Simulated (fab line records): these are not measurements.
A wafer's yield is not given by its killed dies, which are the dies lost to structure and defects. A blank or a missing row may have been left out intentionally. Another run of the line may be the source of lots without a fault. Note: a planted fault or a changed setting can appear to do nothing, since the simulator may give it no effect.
fab line records / flow berkeley-cmos170
record lots=6 wafers=18 last-day=12
route steps=331 shown PFIELD@88 FIELD@89 SACOX@97 SCREENOX@100
lots that met no fault: from a run of the same line without faults
start-h: start of the lot's first displayed wafer, in hours after the record's first day / wait-h: how many hours have passed since the lot's step before this one / " same as the row above / L1.1+2: a row that stands for several wafers / - no value, or no start given / * or withheld: withheld / < > ~ a bound
route shown NAME@n: a module of which the file shows steps, and the number in the route of the first / usual: the fault-free wafers' mean and standard deviation / same: alike in all rows / chamber/n: place in a boat / sites: each site's reading / _std_site: standard deviation across them / _edge_site: mean of outer sites minus mean of inner sites / radius-mm: for every site, how far away it sits from the centre of the wafer / mask NAME#n: copy n / behind: the tool/chamber that last shaped the wafer / hold: why the lot was held/for how many hours/how that ended / device: whichever transistor did not switch (one of n, p or np) / end of line: tests of these same wafers at the route's end / a step without rows: its recipe alone / killed: dies lost to structure and defects at the first sort, not the wafer's yield / map: dies across one wafer; x = killed, . = not, _ = none there
set.NAME: the setting that was run; set.NAME@STEP: the one run at that earlier step / model.NAME: the simulator's own value behind a step, which no gauge read
lots at some steps of the route; a table a step, a row a wafer
services: a tool's chamber out of use, with start hour (start-h, from the record's first day; less than 0 if before it), hours out, and reason
## steps
# step UCB170_PFIELD_TW_MEAS_09
# usual PFIELD_TW=598/6.6
lot.wafer=L140.1 tool=film-metro-02 chamber=- start-h=77.87 wait-h=0.1 PFIELD_TW=590
lot.wafer=L140.3 tool=film-metro-02 chamber=- start-h=77.87 wait-h=0.1 PFIELD_TW=591
lot.wafer=L140.5 tool=film-metro-02 chamber=- start-h=77.87 wait-h=0.1 PFIELD_TW=589
lot.wafer=L146.2 tool=film-metro-01 chamber=- start-h=108.03 wait-h=0.1 PFIELD_TW=610
lot.wafer=L146.3 tool=film-metro-01 chamber=- start-h=108.03 wait-h=0.1 PFIELD_TW=610
lot.wafer=L146.6 tool=film-metro-01 chamber=- start-h=108.03 wait-h=0.1 PFIELD_TW=609
lot.wafer=L147.3 tool=film-metro-01 chamber=- start-h=114.03 wait-h=0.1 PFIELD_TW=605
lot.wafer=L147.4 tool=film-metro-01 chamber=- start-h=114.03 wait-h=0.1 PFIELD_TW=607
lot.wafer=L147.5 tool=film-metro-01 chamber=- start-h=114.03 wait-h=0.1 PFIELD_TW=605
lot.wafer=L148.2 tool=film-metro-02 chamber=- start-h=120.05 wait-h=0.1 PFIELD_TW=591
lot.wafer=L148.3 tool=film-metro-02 chamber=- start-h=120.05 wait-h=0.1 PFIELD_TW=590
lot.wafer=L148.5 tool=film-metro-02 chamber=- start-h=120.05 wait-h=0.1 PFIELD_TW=587
lot.wafer=L157.1 tool=film-metro-02 chamber=- start-h=161.35 wait-h=0.1 PFIELD_TW=593
lot.wafer=L157.4 tool=film-metro-02 chamber=- start-h=161.35 wait-h=0.1 PFIELD_TW=594
lot.wafer=L157.5 tool=film-metro-02 chamber=- start-h=161.35 wait-h=0.1 PFIELD_TW=596
lot.wafer=L163.1 tool=film-metro-02 chamber=- start-h=195.43 wait-h=0.1 PFIELD_TW=585
lot.wafer=L163.2 tool=film-metro-02 chamber=- start-h=195.43 wait-h=0.1 PFIELD_TW=588
lot.wafer=L163.6 tool=film-metro-02 chamber=- start-h=195.43 wait-h=0.1 PFIELD_TW=588
# step UCB170_FIELD_CLEAN_00
# recipe chemistry=dHF dilution=25:1 time-s=7.5
# step UCB170_FIELD_OXIDATION_01
# recipe temp-c=1000 ambient=H2O p-h2o-torr=584.62 target-thk-a=5583 ox-time-s=7200
# step UCB170_FIELD_THK_MEAS_02
# recipe reads=SiO2_of_FIELD_OXIDATION_01
# usual FIELD_OXIDE_THK=557/12
lot.wafer=L140.1 tool=film-metro-02 chamber=- start-h=85.18 wait-h=0.0 FIELD_OXIDE_THK[nm]=571
lot.wafer=L140.3 tool=film-metro-02 chamber=- start-h=85.18 wait-h=0.0 FIELD_OXIDE_THK[nm]=586
lot.wafer=L140.5 tool=film-metro-02 chamber=- start-h=85.18 wait-h=0.0 FIELD_OXIDE_THK[nm]=579
lot.wafer=L146.2 tool=film-metro-03 chamber=- start-h=113.29 wait-h=0.0 FIELD_OXIDE_THK[nm]=555
lot.wafer=L146.3 tool=film-metro-03 chamber=- start-h=113.29 wait-h=0.0 FIELD_OXIDE_THK[nm]=544
lot.wafer=L146.6 tool=film-metro-03 chamber=- start-h=113.29 wait-h=0.0 FIELD_OXIDE_THK[nm]=541
lot.wafer=L147.3 tool=film-metro-04 chamber=- start-h=119.31 wait-h=0.0 FIELD_OXIDE_THK[nm]=553
lot.wafer=L147.4 tool=film-metro-04 chamber=- start-h=119.31 wait-h=0.0 FIELD_OXIDE_THK[nm]=552
lot.wafer=L147.5 tool=film-metro-04 chamber=- start-h=119.31 wait-h=0.0 FIELD_OXIDE_THK[nm]=550
lot.wafer=L148.2 tool=film-metro-03 chamber=- start-h=126.67 wait-h=0.0 FIELD_OXIDE_THK[nm]=542
lot.wafer=L148.3 tool=film-metro-03 chamber=- start-h=126.67 wait-h=0.0 FIELD_OXIDE_THK[nm]=546
lot.wafer=L148.5 tool=film-metro-03 chamber=- start-h=126.67 wait-h=0.0 FIELD_OXIDE_THK[nm]=542
lot.wafer=L157.1 tool=film-metro-03 chamber=- start-h=169.35 wait-h=0.0 FIELD_OXIDE_THK[nm]=558
lot.wafer=L157.4 tool=film-metro-03 chamber=- start-h=169.35 wait-h=0.0 FIELD_OXIDE_THK[nm]=556
lot.wafer=L157.5 tool=film-metro-03 chamber=- start-h=169.35 wait-h=0.0 FIELD_OXIDE_THK[nm]=559
lot.wafer=L163.1 tool=film-metro-04 chamber=- start-h=200.67 wait-h=0.0 FIELD_OXIDE_THK[nm]=547
lot.wafer=L163.2 tool=film-metro-04 chamber=- start-h=200.67 wait-h=0.0 FIELD_OXIDE_THK[nm]=548
lot.wafer=L163.6 tool=film-metro-04 chamber=- start-h=200.67 wait-h=0.0 FIELD_OXIDE_THK[nm]=543
# step UCB170_FIELD_ANNEAL_03
# recipe temp-c=1000 time-s=1200 ambient=N2
# step UCB170_FIELD_WET_ETCH_04
# recipe chemistry=dHF dilution=10:1 target=SiO2 temp-c=25 time-s=60
# step UCB170_FIELD_WET_ETCH_05
# recipe chemistry=H3PO4 target=Si3N4 temp-c=160 time-s=12600
# step UCB170_FIELD_WET_ETCH_06
# recipe chemistry=BOE dilution=5:1 target=SiO2 temp-c=25 time-s=22
# step UCB170_FIELD_THK_MEAS_90
# recipe reads=SiO2_of_FIELD_OXIDATION_01
# usual FIELD_OXIDE_LEFT_1_THK=441/12
lot.wafer=L140.1 tool=film-metro-03 chamber=- start-h=94.29 wait-h=0.0 FIELD_OXIDE_LEFT_1_THK[nm]=455
lot.wafer=L140.3 tool=film-metro-03 chamber=- start-h=94.29 wait-h=0.0 FIELD_OXIDE_LEFT_1_THK[nm]=470
lot.wafer=L140.5 tool=film-metro-03 chamber=- start-h=94.29 wait-h=0.0 FIELD_OXIDE_LEFT_1_THK[nm]=463
lot.wafer=L146.2 tool=film-metro-03 chamber=- start-h=121.04 wait-h=0.0 FIELD_OXIDE_LEFT_1_THK[nm]=438
lot.wafer=L146.3 tool=film-metro-03 chamber=- start-h=121.04 wait-h=0.0 FIELD_OXIDE_LEFT_1_THK[nm]=426
lot.wafer=L146.6 tool=film-metro-03 chamber=- start-h=121.04 wait-h=0.0 FIELD_OXIDE_LEFT_1_THK[nm]=424
lot.wafer=L147.3 tool=film-metro-04 chamber=- start-h=127.24 wait-h=0.0 FIELD_OXIDE_LEFT_1_THK[nm]=437
lot.wafer=L147.4 tool=film-metro-04 chamber=- start-h=127.24 wait-h=0.0 FIELD_OXIDE_LEFT_1_THK[nm]=435
lot.wafer=L147.5 tool=film-metro-04 chamber=- start-h=127.24 wait-h=0.0 FIELD_OXIDE_LEFT_1_THK[nm]=434
lot.wafer=L148.2 tool=film-metro-03 chamber=- start-h=136.35 wait-h=0.0 FIELD_OXIDE_LEFT_1_THK[nm]=427
lot.wafer=L148.3 tool=film-metro-03 chamber=- start-h=136.35 wait-h=0.0 FIELD_OXIDE_LEFT_1_THK[nm]=431
lot.wafer=L148.5 tool=film-metro-03 chamber=- start-h=136.35 wait-h=0.0 FIELD_OXIDE_LEFT_1_THK[nm]=428
lot.wafer=L157.1 tool=film-metro-02 chamber=- start-h=175.57 wait-h=0.0 FIELD_OXIDE_LEFT_1_THK[nm]=443
lot.wafer=L157.4 tool=film-metro-02 chamber=- start-h=175.57 wait-h=0.0 FIELD_OXIDE_LEFT_1_THK[nm]=441
lot.wafer=L157.5 tool=film-metro-02 chamber=- start-h=175.57 wait-h=0.0 FIELD_OXIDE_LEFT_1_THK[nm]=443
lot.wafer=L163.1 tool=film-metro-04 chamber=- start-h=209.99 wait-h=0.0 FIELD_OXIDE_LEFT_1_THK[nm]=429
lot.wafer=L163.2 tool=film-metro-04 chamber=- start-h=209.99 wait-h=0.0 FIELD_OXIDE_LEFT_1_THK[nm]=430
lot.wafer=L163.6 tool=film-metro-04 chamber=- start-h=209.99 wait-h=0.0 FIELD_OXIDE_LEFT_1_THK[nm]=425
# step UCB170_SACOX_CLEAN_00
# recipe chemistry=dHF dilution=25:1 time-s=7.5
# step UCB170_SACOX_OXIDATION_01
# recipe temp-c=900 ambient=O2 target-thk-a=144 ox-time-s=2400
# step UCB170_SACOX_THK_MEAS_02
# recipe reads=SiO2_of_SACOX_OXIDATION_01
# usual SACOX_OXIDE_THK=14.46/0.28
lot.wafer=L140.1 tool=film-metro-04 chamber=- start-h=98.35 wait-h=0.0 SACOX_OXIDE_THK[nm]=14.62
lot.wafer=L140.3 tool=film-metro-04 chamber=- start-h=98.35 wait-h=0.0 SACOX_OXIDE_THK[nm]=14.64
lot.wafer=L140.5 tool=film-metro-04 chamber=- start-h=98.35 wait-h=0.0 SACOX_OXIDE_THK[nm]=14.84
lot.wafer=L146.2 tool=film-metro-02 chamber=- start-h=123.28 wait-h=0.0 SACOX_OXIDE_THK[nm]=13.91
lot.wafer=L146.3 tool=film-metro-02 chamber=- start-h=123.28 wait-h=0.0 SACOX_OXIDE_THK[nm]=14.09
lot.wafer=L146.6 tool=film-metro-02 chamber=- start-h=123.28 wait-h=0.0 SACOX_OXIDE_THK[nm]=14.01
lot.wafer=L147.3 tool=film-metro-02 chamber=- start-h=133.15 wait-h=0.0 SACOX_OXIDE_THK[nm]=14.44
lot.wafer=L147.4 tool=film-metro-02 chamber=- start-h=133.15 wait-h=0.0 SACOX_OXIDE_THK[nm]=14.51
lot.wafer=L147.5 tool=film-metro-02 chamber=- start-h=133.15 wait-h=0.0 SACOX_OXIDE_THK[nm]=14.54
lot.wafer=L148.2 tool=film-metro-04 chamber=- start-h=142.02 wait-h=0.0 SACOX_OXIDE_THK[nm]=14.61
lot.wafer=L148.3 tool=film-metro-04 chamber=- start-h=142.02 wait-h=0.0 SACOX_OXIDE_THK[nm]=14.39
lot.wafer=L148.5 tool=film-metro-04 chamber=- start-h=142.02 wait-h=0.0 SACOX_OXIDE_THK[nm]=14.34
lot.wafer=L157.1 tool=film-metro-01 chamber=- start-h=181.90 wait-h=0.0 SACOX_OXIDE_THK[nm]=13.64
lot.wafer=L157.4 tool=film-metro-01 chamber=- start-h=181.90 wait-h=0.0 SACOX_OXIDE_THK[nm]=14.08
lot.wafer=L157.5 tool=film-metro-01 chamber=- start-h=181.90 wait-h=0.0 SACOX_OXIDE_THK[nm]=13.71
lot.wafer=L163.1 tool=film-metro-04 chamber=- start-h=214.07 wait-h=0.0 SACOX_OXIDE_THK[nm]=14.09
lot.wafer=L163.2 tool=film-metro-04 chamber=- start-h=214.07 wait-h=0.0 SACOX_OXIDE_THK[nm]=13.90
lot.wafer=L163.6 tool=film-metro-04 chamber=- start-h=214.07 wait-h=0.0 SACOX_OXIDE_THK[nm]=14.03
# step UCB170_SCREENOX_WET_ETCH_00
# recipe chemistry=dHF dilution=25:1 target=SiO2 temp-c=25 time-s=200
# usual bath-heat-duty-pct=6.2/0.61 run-length-s=227/3.3
lot.wafer=L140.1 tool=wet-bench-01 chamber=0 start-h=98.41 wait-h=0.1 bath-heat-duty-pct=6.5 run-length-s=224 model.SiO2_of_SACOX_OXIDATION_01.thk-nm=0
lot.wafer=L140.3 tool=wet-bench-01 chamber=0 start-h=98.41 wait-h=0.1 bath-heat-duty-pct=6.4 run-length-s=224 model.SiO2_of_SACOX_OXIDATION_01.thk-nm=0
lot.wafer=L140.5 tool=wet-bench-01 chamber=0 start-h=98.41 wait-h=0.1 bath-heat-duty-pct=7.2 run-length-s=224 model.SiO2_of_SACOX_OXIDATION_01.thk-nm=0
lot.wafer=L146.2 tool=wet-bench-01 chamber=3 start-h=123.33 wait-h=0.0 bath-heat-duty-pct=5.6 run-length-s=224 model.SiO2_of_SACOX_OXIDATION_01.thk-nm=0
lot.wafer=L146.3 tool=wet-bench-01 chamber=3 start-h=123.33 wait-h=0.0 bath-heat-duty-pct=5.8 run-length-s=224 model.SiO2_of_SACOX_OXIDATION_01.thk-nm=0
lot.wafer=L146.6 tool=wet-bench-01 chamber=3 start-h=123.33 wait-h=0.0 bath-heat-duty-pct=5.9 run-length-s=224 model.SiO2_of_SACOX_OXIDATION_01.thk-nm=0
lot.wafer=L147.3 tool=wet-bench-02 chamber=3 start-h=134.88 wait-h=1.7 bath-heat-duty-pct=- run-length-s=- model.SiO2_of_SACOX_OXIDATION_01.thk-nm=14.45
lot.wafer=L147.4 tool=wet-bench-02 chamber=3 start-h=134.88 wait-h=1.7 bath-heat-duty-pct=- run-length-s=- model.SiO2_of_SACOX_OXIDATION_01.thk-nm=14.48
lot.wafer=L147.5 tool=wet-bench-02 chamber=3 start-h=134.88 wait-h=1.7 bath-heat-duty-pct=- run-length-s=- model.SiO2_of_SACOX_OXIDATION_01.thk-nm=14.48
lot.wafer=L148.2 tool=wet-bench-01 chamber=2 start-h=142.07 wait-h=0.0 bath-heat-duty-pct=- run-length-s=- model.SiO2_of_SACOX_OXIDATION_01.thk-nm=14.6
lot.wafer=L148.3 tool=wet-bench-01 chamber=2 start-h=142.07 wait-h=0.0 bath-heat-duty-pct=- run-length-s=- model.SiO2_of_SACOX_OXIDATION_01.thk-nm=14.42
lot.wafer=L148.5 tool=wet-bench-01 chamber=2 start-h=142.07 wait-h=0.0 bath-heat-duty-pct=- run-length-s=- model.SiO2_of_SACOX_OXIDATION_01.thk-nm=14.38
lot.wafer=L157.1 tool=wet-bench-02 chamber=0 start-h=181.96 wait-h=0.1 bath-heat-duty-pct=5.5 run-length-s=228 model.SiO2_of_SACOX_OXIDATION_01.thk-nm=0
lot.wafer=L157.4 tool=wet-bench-02 chamber=0 start-h=181.96 wait-h=0.1 bath-heat-duty-pct=6.5 run-length-s=228 model.SiO2_of_SACOX_OXIDATION_01.thk-nm=0
lot.wafer=L157.5 tool=wet-bench-02 chamber=0 start-h=181.96 wait-h=0.1 bath-heat-duty-pct=6.2 run-length-s=228 model.SiO2_of_SACOX_OXIDATION_01.thk-nm=0
lot.wafer=L163.1 tool=wet-bench-01 chamber=0 start-h=214.13 wait-h=0.1 bath-heat-duty-pct=5.6 run-length-s=224 model.SiO2_of_SACOX_OXIDATION_01.thk-nm=0
lot.wafer=L163.2 tool=wet-bench-01 chamber=0 start-h=214.13 wait-h=0.1 bath-heat-duty-pct=6.5 run-length-s=224 model.SiO2_of_SACOX_OXIDATION_01.thk-nm=0
lot.wafer=L163.6 tool=wet-bench-01 chamber=0 start-h=214.13 wait-h=0.1 bath-heat-duty-pct=5.7 run-length-s=224 model.SiO2_of_SACOX_OXIDATION_01.thk-nm=0
# step UCB170_SCREENOX_OXIDATION_01
# recipe temp-c=900 ambient=O2 target-thk-a=144 ox-time-s=2400
## services
tool=wet-bench-02 chamber=- start-h=89.57 hours=2.8 kind=repair
## key
first-sign step=UCB170_SCREENOX_WET_ETCH_00 reading=tool-record direction=missing
effect none on later readings
model-effect step=UCB170_SCREENOX_WET_ETCH_00 value=SiO2_of_SACOX_OXIDATION_01.thk-nm without=0 struck=14.47
met-at UCB170_SCREENOX_WET_ETCH_00
struck-wafers L147.3,L147.4,L147.5,L148.2,L148.3,L148.5
later-rows-left-out L147.3,L147.4,L147.5,L148.2,L148.3,L148.5
sort-left-out L147.3,L147.4,L147.5,L148.2,L148.3,L148.5
tester-left-out L147,L148
onset-between 123.33 134.88
fault kind=skipped-step-whole tool=wet-bench-01,wet-bench-02 chamber=- onset-h=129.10 steps=UCB170_SCREENOX_WET_ETCH_00 scope=struck-lots-only
# tester-left-out: of these lots the tester's yield and bins aren't shown, on N5 and GAA mostly nor the transistor test; their killed dies are dies lost to structure and defects alone, not to doping, threshold or leakage, so they don't give the yield
# sort-left-out: the simulated sort isn't trusted on such a fault, so these wafers' sort isn't shown, and their yield isn't known
# later-rows-left-out: the simulator's readings of these wafers behind a module that went badly wrong aren't trusted and aren't shown, but for the sort
